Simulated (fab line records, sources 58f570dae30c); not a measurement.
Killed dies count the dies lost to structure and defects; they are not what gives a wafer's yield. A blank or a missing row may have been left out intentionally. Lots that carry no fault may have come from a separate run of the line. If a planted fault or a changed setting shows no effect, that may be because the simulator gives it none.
Split-lot trial ; flow berkeleyCmos170 ; route with 331 steps; 5 lots, 23 wafers read

ON THE SPLIT
At UCB170_M2_SPUTTER_01 (material Al, target thk 900 nm, time 120 s), the setting timeS was moved away from the recipe's 120 s on 9 of the 23 wafers read, by -12.2% to +12.2%. This setting was run at the recipe's value on the other wafers.

THE PATH FROM SPLIT TO READING: the file shows 1 step between them
- UCB170_M2_RS_MEAS_02: measures by four-point-probe

THE READING
M2_AL_THK, in nm, at UCB170_M2_THK_MEAS_03 (measures by xrf). A value of 898 nm with a standard deviation of 8.9 nm is what fault-free wafers of this fab line usually give.

wafer;tool, chamber at the split;timeS as run, s;against the recipe;M2_AL_THK, nm;against lot-mates on the recipe
L076.1;pvdSputter-03, -;120;recipe;901;-
L076.2;pvdSputter-03, -;120;recipe;899;-
L076.3;pvdSputter-03, -;120;recipe;907;-
L076.4;pvdSputter-03, -;120;recipe;905;-
L076.5;pvdSputter-03, -;120;recipe;903;-
L077.2;pvdSputter-02, -;105.4;-12.2%;783;-112
L077.3;pvdSputter-02, -;120;recipe;902;-
L077.4;pvdSputter-02, -;105.4;-12.2%;790;-104
L077.5;pvdSputter-02, -;105.4;-12.2%;780;-114
L077.6;pvdSputter-02, -;120;recipe;887;-
L078.2;pvdSputter-01, -;120;recipe;901;-
L078.3;pvdSputter-01, -;120;recipe;899;-
L078.4;pvdSputter-01, -;134.6;+12.2%;1007;+107
L078.5;pvdSputter-01, -;134.6;+12.2%;1008;+108
L078.6;pvdSputter-01, -;134.6;+12.2%;1001;+101
L081.2;pvdSputter-02, -;120;recipe;904;-
L081.3;pvdSputter-02, -;120;recipe;892;-
L081.6;pvdSputter-02, -;120;recipe;897;-
L080.1;pvdSputter-02, -;134.6;+12.2%;1000;+102
L080.2;pvdSputter-02, -;120;recipe;898;-
L080.3;pvdSputter-02, -;134.6;+12.2%;1014;+116
L080.4;pvdSputter-02, -;134.6;+12.2%;1006;+108
L080.6;pvdSputter-02, -;120;recipe;899;-

THE FIT
A straight line over all 23 wafers: M2_AL_THK changes by +9.03 nm for each +1% of timeS; r = +1.00; the points scatter about the line by 5.5 nm.
The same after taking each lot's own level away (the mean of its wafers on the recipe; 23 wafers): +8.88 nm for each +1%; r = +1.00; scatter 4.5 nm.
Per that fit: largest timeS move, reading shift of 1.1e+02 nm.
Across the lots, their own levels run from 894.5 to 903.0 nm, a range of 1.0 times the standard deviation given above.
The two slopes agree, so the slope changes little with the lot-to-lot level.
Check: with one of the wafers moved furthest among these (-12.2%) left out of the fit, the line predicts -108 nm for it against its lot-mates. It came out at -112 nm against them.

FURTHER SPLITS ON THESE WAFERS
Other splits were also applied to these wafers ahead of the reading. Each is held against what the fit with the lots' levels taken away leaves over:
other split on the same wafers;wafers away from the commonest value;r with M2_AL_THK (lot level and that fit taken away)
UCB170_NSD_EXPOSE_03 doseMj;5;+0.26
UCB170_M1_COAT_04 resistThkNm;8;+0.11
UCB170_V1_EXPOSE_09 doseMj;7;+0.02

THE WHOLE CHAIN: every reading that the file lists as answering this split, in the file's order
step;what it does;reading;change (the file's fit);r (the file's)
UCB170_M2_SPUTTER_01;material Al, target thk 900 nm, time 120 s;Al_of_M2_SPUTTER_01.thkNm (the simulator's own value, which no gauge read);+9 nm for each +1% of the setting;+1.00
UCB170_M2_RS_MEAS_02;measures by four-point-probe;M2_AL_RS;-0.000314 for each +1% of the setting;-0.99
UCB170_M2_THK_MEAS_03;measures by xrf;M2_AL_THK;+8.87 for each +1% of the setting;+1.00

FILE'S OWN FIT
M2_AL_THK changes by +8.87 nm for each +1% of timeS, r = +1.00.
